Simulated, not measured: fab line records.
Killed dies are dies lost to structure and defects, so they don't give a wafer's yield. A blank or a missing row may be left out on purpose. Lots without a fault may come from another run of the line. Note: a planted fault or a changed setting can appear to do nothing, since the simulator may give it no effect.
Which tool was responsible? + flow rit-cmos + Sampling: 7 lots, 21 wafers, 2 of 202 route steps

WHAT THE GAUGES SHOWED, per wafer
RIT_SDANNEAL_RS_MEAS_05: measures by four-point-probe.
| lot  | measured    | on            | NSD_RS (ohm/sq)   |
|------|-------------|---------------|-------------------|
| L819 | day 3 08:30 | film-metro-04 | 84.81 84.03 84.51 |
| L821 | day 3 21:55 | film-metro-04 | 84.26 84.25 84.37 |
| L823 | day 4 05:31 | film-metro-01 | 84.45 84.72 84.68 |
| L825 | day 4 18:23 | film-metro-04 | 84.10 84.17 83.88 |
| L828 | day 5 09:00 | film-metro-04 | 84.63 84.71 84.55 |
| L832 | day 6 01:19 | film-metro-04 | 76.23 76.48 76.43 |
| L837 | day 7 08:38 | film-metro-02 | 84.34 84.34 84.32 |

WHAT TOOL EACH LOT RAN ON (gives the tool, then ch and the chambers of the sampled wafers, and finally the start)
| lot  | RIT_NSD_IMPLANT_08             |
|------|--------------------------------|
| L819 | implanter-02 ch 0, day 3 06:01 |
| L821 | implanter-02 ch 0, day 3 19:34 |
| L823 | implanter-03 ch 0, day 4 02:58 |
| L825 | implanter-03 ch 0, day 4 15:26 |
| L828 | implanter-04 ch 0, day 5 06:38 |
| L832 | implanter-03 ch 0, day 5 22:58 |
| L837 | implanter-04 ch 0, day 7 06:06 |
- RIT_NSD_IMPLANT_08

THE ANSWER, worked out from the rows above alone
Rule: the usual values come from the lots themselves. Put in order of their means at a reading, lots are off if they are a third of the lots or fewer, leave a main group of 4 or more, and stand apart from it by a gap of 3 or more times the standard deviation of the main group's means; of several such gaps the widest counts. A main group is skipped when, at the precision printed for the reading in the tables above, its means are all equal. Also off: a lot with no number at a reading for which 4 or more lots have one. Where the step has rows for the other lots, those lots are counted as sound.
Off: L832, seen at RIT_SDANNEAL_RS_MEAS_05 (NSD_RS). Main group: mean 84.40 ohm/sq, sd 0.2.
If a tool, at a process step before that reading, ran all the lots that are off and no sound lot after the first of them, it fits. Gauges at RIT_SDANNEAL_RS_MEAS_05: tried the same way as those tools. 2 tools fit, implanter-03 at RIT_NSD_IMPLANT_08 and film-metro-04 at RIT_SDANNEAL_RS_MEAS_05, so this cannot tell which one it is.

WHAT THE SIMULATOR HAD INSERTED
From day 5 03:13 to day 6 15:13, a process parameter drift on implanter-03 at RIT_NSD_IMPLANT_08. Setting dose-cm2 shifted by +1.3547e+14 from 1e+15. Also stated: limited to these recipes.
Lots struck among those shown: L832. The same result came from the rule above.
